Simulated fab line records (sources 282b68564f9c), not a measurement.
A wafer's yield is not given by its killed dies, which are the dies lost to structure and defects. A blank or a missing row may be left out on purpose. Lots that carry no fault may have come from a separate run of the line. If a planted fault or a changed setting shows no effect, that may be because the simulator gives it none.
Split-lot experiment + flow rit_cmos + 23 wafers read from 5 lots, route of 202 steps

THE SPLIT
At RIT_ACTIVE_EXPOSE_08 (exposes mask M1, target cd 1400 nm), the setting dose_mj was moved away from the recipe's 225 on 8 of the 23 wafers read, by -7.0% to +7.0%. All remaining wafers had this setting at the recipe value.

FROM THE SPLIT TO THE READING: what the file shows between them, 6 steps
- RIT_ACTIVE_PEB_09
- RIT_ACTIVE_DEVELOP_10: develop time 48.04 s
- RIT_ACTIVE_CD_MEAS_11: target cd 1400 nm
- RIT_ACTIVE_HARDBAKE_12: time 60 s
- RIT_ACTIVE_ETCH_13: etches Si3N4 in SF6, stops on SiO2, time 210 s, target depth 210 nm
- RIT_ACTIVE_STRIP_14: strips in O2, time 180 s

THE READING
cd_nm, in nm, at RIT_ACTIVE_CD_MEAS_90 (target cd 1400 nm). Typical for fault-free wafers on this fab line: 1400.0 nm, with standard deviation 2.3 nm.

| wafer  | tool, chamber at the split | dose_mj as run | against the recipe | cd_nm, nm | against lot-mates on the recipe |
|--------|----------------------------|----------------|--------------------|-----------|---------------------------------|
| L074.1 | iline_stepper-02, 0        | 225            | recipe             | 1402.2    | -                               |
| L074.2 | iline_stepper-02, 0        | 225            | recipe             | 1400.5    | -                               |
| L074.4 | iline_stepper-02, 0        | 225            | recipe             | 1398.9    | -                               |
| L074.5 | iline_stepper-02, 0        | 225            | recipe             | 1401.7    | -                               |
| L074.6 | iline_stepper-02, 0        | 225            | recipe             | 1403.6    | -                               |
| L078.1 | iline_stepper-01, 0        | 236.3          | +5.0%              | 1389.4    | -12.9                           |
| L078.2 | iline_stepper-01, 0        | 225            | recipe             | 1402.7    | -                               |
| L078.3 | iline_stepper-01, 0        | 225            | recipe             | 1402.5    | -                               |
| L078.4 | iline_stepper-01, 0        | 225            | recipe             | 1401.6    | -                               |
| L078.5 | iline_stepper-01, 0        | 236.3          | +5.0%              | 1389.5    | -12.8                           |
| L080.1 | iline_stepper-02, 0        | 240.8          | +7.0%              | 1382.0    | -18.8                           |
| L080.3 | iline_stepper-02, 0        | 240.8          | +7.0%              | 1383.1    | -17.7                           |
| L080.4 | iline_stepper-02, 0        | 225            | recipe             | 1399.9    | -                               |
| L080.5 | iline_stepper-02, 0        | 240.8          | +7.0%              | 1380.7    | -20.0                           |
| L080.6 | iline_stepper-02, 0        | 225            | recipe             | 1401.6    | -                               |
| L082.1 | iline_stepper-01, 0        | 225            | recipe             | 1401.7    | -                               |
| L082.2 | iline_stepper-01, 0        | 225            | recipe             | 1399.4    | -                               |
| L082.3 | iline_stepper-01, 0        | 225            | recipe             | 1400.4    | -                               |
| L083.1 | iline_stepper-01, 0        | 209.2          | -7.0%              | 1415.8    | +17.6                           |
| L083.2 | iline_stepper-01, 0        | 209.2          | -7.0%              | 1419.0    | +20.8                           |
| L083.3 | iline_stepper-01, 0        | 225            | recipe             | 1398.4    | -                               |
| L083.4 | iline_stepper-01, 0        | 225            | recipe             | 1398.0    | -                               |
| L083.5 | iline_stepper-01, 0        | 209.2          | -7.0%              | 1417.8    | +19.6                           |

FIT RESULTS
A straight line over all 23 wafers: cd_nm changes by -2.49 nm for each +1% of dose_mj; r = -0.99; the points scatter about the line by 1.7 nm.
The same after taking each lot's own level away (the mean of its wafers on the recipe; 23 wafers): -2.7 nm for each +1%; r = -0.99; scatter 1.1 nm.
Per that fit: largest dose_mj move, reading shift of 19 nm.
The span of the lots' own levels, 1398.20 to 1402.27 nm, comes to 1.8 times the standard deviation stated above.
The two slopes are in agreement: the lot-to-lot level therefore moves the slope only a little.
Check: +19.4 nm against its lot-mates is what the line predicts for one of the wafers moved furthest among these (-7.0%) when that wafer is left out of the fit. It came out at +17.6 nm against them.

FURTHER SPLITS ON THESE WAFERS
Note: prior to the reading, these wafers also went through further splits. Each is held against what the fit with the lots' levels taken away leaves over:
| other split on the same wafers | wafers away from the commonest value | r with cd_nm (lot level and that fit taken away) |
|--------------------------------|--------------------------------------|--------------------------------------------------|
| RIT_ACTIVE_CVD_03 temp_c       | 15                                   | -0.03                                            |

THE WHOLE CHAIN: every reading that the file lists as answering this split, in the file's order
| step                  | what it does         | reading                                                       | change (the file's fit)              | r (the file's) |
|-----------------------|----------------------|---------------------------------------------------------------|--------------------------------------|----------------|
| RIT_ACTIVE_DEVELOP_10 | develop time 48.04 s | ACTIVE.cd_nm (the simulator's own value, which no gauge read) | -2.69 nm for each +1% of the setting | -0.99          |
| RIT_ACTIVE_CD_MEAS_11 | target cd 1400 nm    | cd_nm                                                         | -2.7 nm for each +1% of the setting  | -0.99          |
| RIT_ACTIVE_CD_MEAS_90 | target cd 1400 nm    | cd_nm                                                         | -2.68 nm for each +1% of the setting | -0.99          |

FILE'S OWN FIT
cd_nm changes by -2.68 nm for each +1% of dose_mj, r = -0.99.
